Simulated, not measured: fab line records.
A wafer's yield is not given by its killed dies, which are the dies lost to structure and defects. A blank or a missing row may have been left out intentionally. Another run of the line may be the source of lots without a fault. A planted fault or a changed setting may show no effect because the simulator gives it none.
One fault seen from 2 desks | flow berkeley-cmos170 | each desk holds nothing but its own numbers, with what lay behind them at the end

DESK OF THE TOOL OWNER: litho-track-03
The tool's own readings at UCB170_ZERO_HMDS_00 (prime time 60 s): means of the sampled wafers that have a number, for each lot that ran on this tool. Any lot whose mean is over 4 standard deviations away from the usual mean is out of limits and marked OUT; that distance is given in the brackets.
Columns: A = prime-temp-c at UCB170_ZERO_HMDS_00, usual 100.00 C
lot  | first seen here | A
L703 | day 1 17:24     | 99.94
L714 | day 4 05:06     | 97.87 (-15) OUT
L716 | day 4 10:19     | 98.00 (-14) OUT
L717 | day 4 17:03     | 97.70 (-16) OUT
This desk's verdict: out of limits on L714, L716, L717, starting with L714 at day 4 05:06 (prime-temp-c at UCB170_ZERO_HMDS_00). L703: within limits.

AT THE METROLOGY DESK
What the gauges read, lot by lot, whatever tool the lot ran on: means of the sampled wafers that have a number. Any lot whose mean is over 4 standard deviations away from the usual mean is out of limits and marked OUT; that distance is given in the brackets.
Columns: A = NWELL_TW at UCB170_NWELL_TW_MEAS_16, usual 1248; B = PWELL_OXIDE_THK at UCB170_PWELL_THK_MEAS_03, usual 26.3 nm
lot  | first seen here | A    | B
L703 | day 2 04:35     | 1246 | 26.7
L704 | day 2 12:04     | 1246 | 26.1
L707 | day 3 01:43     | 1252 | 26.0
L708 | day 3 06:50     | 1256 | 26.5
L712 | day 4 07:07     | 1247 | 26.6
L714 | day 4 20:39     | 1252 | 26.5
L716 | day 4 22:55     | 1248 | 26.8
L715 | day 4 23:08     | 1248 | 25.9
L717 | day 5 08:10     | 1251 | 26.2
L720 | day 5 23:25     | 1250 | 26.1
L721 | day 6 08:31     | 1247 | 26.6
L723 | day 6 15:58     | 1243 | 25.7
L724 | day 6 19:43     | 1245 | 25.9
L725 | day 7 00:51     | 1249 | 25.7
L726 | day 7 05:38     | 1248 | 25.6
This desk found nothing out of limits on any of the 15 lots.

TAKEN TOGETHER
At day 4 05:06, on L714, L716, L717, the tool owner's desk was in a position to raise an alarm.
The metrology desk saw nothing out of limits.
The metrology desk holds a record of L714, L716, L717, inside its limits.
All the named lots went through UCB170_ZERO_HMDS_00 on litho-track-03.

WHAT HAD BEEN PUT IN BY THE SIMULATOR
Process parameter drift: litho-track-03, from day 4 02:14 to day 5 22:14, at UCB170_ZERO_HMDS_00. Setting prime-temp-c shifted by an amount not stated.
Struck lots among those shown: L714, L716, L717.
Delay in hours, fault start to first out-of-limits reading, by desk: the tool owner's desk at 3.
